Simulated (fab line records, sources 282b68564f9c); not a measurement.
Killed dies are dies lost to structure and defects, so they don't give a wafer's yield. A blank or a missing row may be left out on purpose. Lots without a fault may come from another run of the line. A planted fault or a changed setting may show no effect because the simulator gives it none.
fab line records | flow rit_cmos
record lots=15 wafers=45 last_day=8
route steps=202 shown GATE@90
lots that met no fault: from a run of the same line without faults
start_h: hours from the record's first day to the start of the lot's first wafer shown | wait_h: hours since the lot's step before | " the same as in the row above | L1.1+2: a row that stands for several wafers | - no value, or no start given | * or withheld: withheld | < > ~ a bound
route shown NAME@n: a module of which the file shows steps, and the number in the route of the first | usual: mean/standard deviation of fault-free wafers | same: alike in all rows | chamber/n: place in a boat | sites: the reading at each site | _std_site: their standard deviation | _edge_site: outer sites' mean less inner sites' | radius_mm: how far each site lies from the wafer's centre | mask NAME#n: copy n | behind: the tool/chamber that last shaped the wafer | hold: why the lot was held/for how many hours/how that ended | device: the transistor (n, p or np) that didn't switch | end of line: the same wafers' tests at the end of the route | a step without rows: its recipe alone | killed: dies lost to structure and defects at the first sort, not the wafer's yield | map: a wafer's dies, x killed, . not, _ none there
set.NAME: the setting as run; set.NAME@STEP: as run at that earlier step | model.NAME: the simulator's own value behind a step, which no gauge read
steps of the route over a sample of lots; a table a step, a row a wafer
## steps
# step RIT_GATE_PEB_14
# recipe resist=NOVOLAK temp_c=withheld time_s=withheld
# usual chill_plate_temp_C=* exhaust_pa=45.1/0.87
# columns lot.wafer tool chamber start_h wait_h chill_plate_temp_C exhaust_pa
L903.1 litho_track-04 0 37.82 0.1 * 44.8
L903.2 " 0 " " * 46.9
L903.4 " 0 " " * 46.2
L910.1 litho_track-04 - 73.49 0.1 - -
L910.3 " - " " - -
L910.4 " - " " - -
L911.2 litho_track-01 - 80.05 0.1 - -
L911.4 " - " " - -
L911.6 " - " " - -
L912.1 litho_track-01 - 88.42 0.3 - -
L912.3 " - " " - -
L912.6 " - " " - -
L916.1 litho_track-04 0 112.20 0.1 * 44.6
L916.2 " 0 " " * 44.9
L916.6 " 0 " " * 45.0
L917.1 litho_track-03 0 112.44 0.1 * 45.2
L917.2 " 0 " " * 45.7
L917.4 " 0 " " * 45.2
L918.1 litho_track-04 0 124.40 0.1 * 44.7
L918.4 " 0 " " * 45.4
L918.6 " 0 " " * 45.3
L919.1 litho_track-01 0 140.11 0.1 * 45.6
L919.3 " 0 " " * 43.7
L919.6 " 0 " " * 45.9
L920.2 litho_track-04 0 140.38 0.1 * 45.1
L920.3 " 0 " " * 44.8
L920.5 " 0 " " * 45.4
L921.1 litho_track-03 0 145.83 0.1 * 45.3
L921.4 " 0 " " * 43.9
L921.6 " 0 " " * 45.2
L922.2 litho_track-01 0 157.64 0.1 * 45.6
L922.3 " 0 " " * 46.8
L922.4 " 0 " " * 46.1
L923.2 litho_track-01 0 157.92 0.3 * 45.8
L923.3 " 0 " " * 45.6
L923.6 " 0 " " * 46.1
L924.3 litho_track-04 0 161.03 0.2 * 45.4
L924.4 " 0 " " * 46.9
L924.5 " 0 " " * 46.2
L926.1 litho_track-01 0 171.36 0.4 * 45.3
L926.3 " 0 " " * 45.4
L926.4 " 0 " " * 44.8
L925.1 litho_track-04 0 171.60 0.2 * 44.2
L925.2 " 0 " " * 43.5
L925.3 " 0 " " * 43.8
## key
first_sign step=RIT_GATE_PEB_14 reading=tool_record direction=missing
effect none on later readings
met_at RIT_GATE_PEB_14
struck_lots L910,L911,L912
sort_left_out L910.1,L910.3,L910.4,L911.2,L911.4,L911.6,L912.1,L912.3,L912.6
tester_left_out L910,L911,L912
onset_between 37.82 73.49
fault kind=skipped_step_whole tool=litho_track-01,litho_track-04 chamber=- onset_h=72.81 steps=RIT_GATE_PEB_14 scope=struck_lots_only
# tester_left_out: of these lots the tester's yield and bins aren't shown, on N5 and GAA mostly nor the transistor test; their killed dies are dies lost to structure and defects alone, not to doping, threshold or leakage, so they don't give the yield
# sort_left_out: the simulated sort isn't trusted on such a fault, so these wafers' sort isn't shown, and their yield isn't known
